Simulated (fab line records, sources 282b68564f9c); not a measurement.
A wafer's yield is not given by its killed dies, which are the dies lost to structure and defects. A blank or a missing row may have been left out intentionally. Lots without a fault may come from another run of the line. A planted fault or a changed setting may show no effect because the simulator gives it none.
Struck lot and sound lot, side by side -- flow rit cmos -- 43 steps out of a route of 202
Sound: these wafers, L197.1, L197.5, L197.6. Struck: wafers L206.2, L206.4, L206.5. At the end, the cause is stated.
At each step with rows: each side's tool, then ch and its chambers, then its first start. Under that, the readings that differ: sound wafers -- struck wafers -- difference of the means -- sigmas: that difference in standard deviations of wafers without a fault.
alike: same words and numbers on both sides, and readings whose means sit less than 2 such deviations apart. not compared: any withheld reading, any reading some wafer has no value for, any bound like >300 that may hide the same value, and any number with overlapping values for which the record gives no deviation.
A row with sigmas, a row that says differs or no value, or rows on one side alone: a step with any of these is where the two part. Numbers that have no deviation but don't overlap get no sigmas and don't part them. A reading missing from all wafers of one side parts the sides only when that side holds two or more wafers.

first, 2 steps without rows for these wafers: RIT_NRETRO_HARDBAKE_07 (time 120 s); RIT_NRETRO_IMPLANT_08.
RIT_NRETRO_STRIP_09: strips in O2, time 180 s.
  sound on plasma asher-04 ch 0,1, day 4 18:32; struck on plasma asher-02 ch 1, day 6 14:35
  alike: drypump motor current A, o2 flow sccm
  not compared: rf hours counter h
RIT_NRETRO_TW_MEAS_10:
  sound on film metro-01, day 4 18:43; struck on film metro-03, day 6 14:47
  alike: NRETRO_TW
then, 6 steps without rows for these wafers: RIT_PRETRO_HMDS_00 (prime time 60 s); RIT_PRETRO_COAT_01 (resist thk 1300 nm); RIT_PRETRO_SOFTBAKE_02 (time 60 s); RIT_PRETRO_EXPOSE_03 (exposes mask M5, target cd 43700 nm); RIT_PRETRO_PEB_04; RIT_PRETRO_DEVELOP_05 (develop time 68 s).
RIT_PRETRO_OVL_MEAS_06:
  sound on overlay-02, day 4 19:47; struck on overlay-02, day 6 15:43
  alike: PRETRO_OVL
then, 1 step without rows for these wafers: RIT_PRETRO_HARDBAKE_07 (time 120 s).
RIT_PRETRO_IMPLANT_08:
  sound on implanter-03 ch 0, day 4 20:04; struck on implanter-01 ch 0, day 6 16:01
RIT_PRETRO_STRIP_09: strips in O2, time 180 s.
  sound on plasma asher-02 ch 0,1, day 4 20:13; struck on plasma asher-02 ch 0,1, day 6 16:08
  alike: drypump motor current A, o2 flow sccm
  not compared: rf hours counter h
RIT_PRETRO_TW_MEAS_10:
  sound on film metro-03, day 4 20:23; struck on film metro-03, day 6 16:20
  alike: PRETRO_TW
then, 5 steps without rows for these wafers: RIT_GATE_WET_ETCH_00 (etches SiO2 in BOE, target depth 56 nm, time 60 s); RIT_GATE_CLEAN_01 (cleans in SC1, time 600 s); RIT_GATE_CLEAN_02 (cleans in dHF, time 30 s); RIT_GATE_CLEAN_03 (cleans in SC2, time 600 s); RIT_GATE_CLEAN_04 (cleans in dHF, time 60 s).
RIT_FOX2_THK_MEAS_91:
  sound on film metro-02, day 4 20:53; struck on film metro-04, day 6 16:50
  alike: FIELD_OXIDE_LEFT_2_THK
then, 2 steps without rows for these wafers: RIT_GATE_OXIDATION_05 (target thk 3 nm, ox time 270 s); RIT_GATE_ANNEAL_06 (time 600 s).
RIT_GATE_THK_MEAS_07:
  sound on film metro-04, day 4 22:38; struck on film metro-04, day 6 18:13
reading,sound,struck,difference,sigmas
GATE_OXIDE_THK (nm),3.12 3.18 3.07,2.88 2.97 2.94,-0.19,-3
then, 1 step without rows for these wafers: RIT_GATE_CVD_08 (deposits poly-Si from SiH4, target thk 250 nm, time 2220 s).
RIT_GATE_THK_MEAS_09:
  sound on film metro-04, day 5 01:07; struck on film metro-01, day 6 19:54
reading,sound,struck,difference,sigmas
GATE_POLY_THK (nm),247.3 247.4 246.4,254.5 254.9 252.2,+6.8,+3
then, 6 steps without rows for these wafers: RIT_GATE_HMDS_10 (prime time 60 s); RIT_GATE_COAT_11 (resist thk 850 nm); RIT_GATE_SOFTBAKE_12 (time 58.29 s); RIT_GATE_EXPOSE_13 (exposes mask M6, target cd 150 nm); RIT_GATE_PEB_14; RIT_GATE_DEVELOP_15 (develop time 48.97 s).
RIT_GATE_CD_MEAS_16: the cd target is 150 nm.
  sound on cd sem-02, day 5 02:10; struck on cd sem-02, day 6 20:56
reading,sound,struck,difference,sigmas
cd nm (nm),154.1 153.0 153.5,147.4 146.3 148.2,-6.2,-2
RIT_GATE_OVL_MEAS_17:
  sound on overlay-01, day 5 02:17; struck on overlay-01, day 6 21:03
  alike: GATE_OVL
then, 1 step without rows for these wafers: RIT_GATE_HARDBAKE_18 (time 60 s).
RIT_GATE_ETCH_19: etches poly-Si in SF6/CHF3/O2, stops on SiO2, time 165 s, target depth 312.5 nm.
  sound on rie si-01 ch 0,1, day 5 02:28; struck on rie si-02 ch 0,1,2, day 6 21:16
  alike: SF6_flow_sccm, drypump motor current A, oes product au, throttle valve pct
  not compared: rf hours counter h
RIT_GATE_STRIP_20: strips in O2, time 180 s.
  sound on plasma asher-03 ch 0,1, day 5 02:34; struck on plasma asher-04 ch 1, day 6 21:22
  alike: drypump motor current A, o2 flow sccm
  not compared: rf hours counter h
RIT_GATE_CD_MEAS_90: the cd target is 150 nm.
  sound on cd sem-01, day 5 02:45; struck on cd sem-01, day 6 21:34
reading,sound,struck,difference,sigmas
cd nm (nm),154.1 153.0 153.5,147.7 145.9 147.9,-6.4,-3
then, 4 steps without rows for these wafers: RIT_REOX_CLEAN_00 (cleans in SC1, time 600 s); RIT_REOX_CLEAN_01 (cleans in dHF, time 30 s); RIT_REOX_CLEAN_02 (cleans in SC2, time 600 s); RIT_REOX_OXIDATION_03 (target thk 25.2 nm, ox time 5580 s).
RIT_M1_PROBE_99:
  sound on prober-01, day 5 23:13; struck on prober-02, day 7 17:26
reading,sound,struck,difference,sigmas
model.etest.diode nwell sub.leak log10 a cm2,-7.686 -7.528 -7.438,-7.038 -6.834 -6.92,+0.620,
model.etest.pmos_0p15.gate bv v (V),4.8 4.854 4.809,4.37 4.451 4.471,-0.39,
model.etest.nmos_0p15.gate bv v (V),4.883 4.942 4.883,4.468 4.536 4.582,-0.374,
model.etest.pmos_0p15.bv v (V),5.73 5.777 5.751,5.399 5.468 5.471,-0.307,
model.etest.pmos_0p3.bv v (V),5.73 5.777 5.751,5.398 5.468 5.471,-0.307,
model.etest.nmos_0p3.bv v (V),5.488 5.506 5.51,5.327 5.362 5.399,-0.139,
model.etest.nmos_0p15.bv v (V),5.488 5.506 5.51,5.327 5.362 5.399,-0.139,
  alike: killed_at_M0_to_M3, killed at contacts, killed at front end, killed dies, killed open, killed short

WHERE THEY PART
First at RIT_GATE_THK_MEAS_07; last, within this record, at RIT_GATE_CD_MEAS_90. Later steps at which nothing parts them and some readings are alike: RIT_M1_PROBE_99.

WHY: the cause the simulator had injected
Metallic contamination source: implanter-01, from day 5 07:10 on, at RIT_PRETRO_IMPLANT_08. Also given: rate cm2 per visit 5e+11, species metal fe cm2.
